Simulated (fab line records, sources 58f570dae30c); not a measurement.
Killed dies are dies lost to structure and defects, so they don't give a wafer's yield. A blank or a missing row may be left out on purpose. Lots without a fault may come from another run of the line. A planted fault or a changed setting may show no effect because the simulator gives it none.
Chamber matching | flow berkeley_cmos170 | UCB170_V2_CMP_02 on cmp-02: 4 sister chambers
The step polishes SiO2. 7 wafers are shown with their chamber, then 7 later ones without.

WAFERS WITH THEIR CHAMBER
wafer  | chamber | motor_current_A (A) | edge_zone_pressure_frac
L128.6 | 2       | 13.8                | 1.001
L133.5 | 1       | 16.9                | 1.000
L139.4 | 3       | 18.0                | 1.004
L139.5 | 0       | 17.2                | 0.996
L139.6 | 3       | 18.5                | 1.010
L144.4 | 0       | 16.3                | 1.007
L144.5 | 1       | 18.8                | 1.008

WAFERS WITHOUT THEIR CHAMBER
wafer  | motor_current_A (A) | edge_zone_pressure_frac
L144.6 | 17.0                | 0.997
L148.1 | 18.0                | 1.013
L148.3 | 18.4                | 1.004
L148.4 | 19.4                | 0.997
L149.1 | 18.8                | 1.003
L149.3 | 17.3                | 1.012
L149.4 | 18.9                | 0.996

WHICH CHAMBER EACH WENT THROUGH
wafer  | from the rows above          | in truth
L144.6 | can't be placed: 0 or 1 or 3 | 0
L148.1 | can't be placed: 3 or 1 or 0 | 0
L148.3 | can't be placed: 3 or 1 or 0 | 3
L148.4 | can't be placed: 3 or 1 or 0 | 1
L149.1 | can't be placed: 3 or 1 or 0 | 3
L149.3 | can't be placed: 3 or 1 or 0 | 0
L149.4 | can't be placed: 1 or 3 or 0 | 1
Placed correctly: 0 of 7. Can't be placed from these rows: 7 (the true chamber is among the candidates in 7). Placed wrongly: 0.
How it was worked out, from the rows above alone: a wafer's distance from a chamber is the root of the sum, over the readings, of the square of ((its reading less the chamber's mean) divided by the reading's scatter). The wafer belongs to the nearest chamber; if the next one is less than 2 further off, it can't be placed. A chamber's mean is the mean of its shown wafers. The scatter: the root of (the sum of the squares of (reading less its chamber's mean) over the shown wafers, divided by (wafers less chambers)).
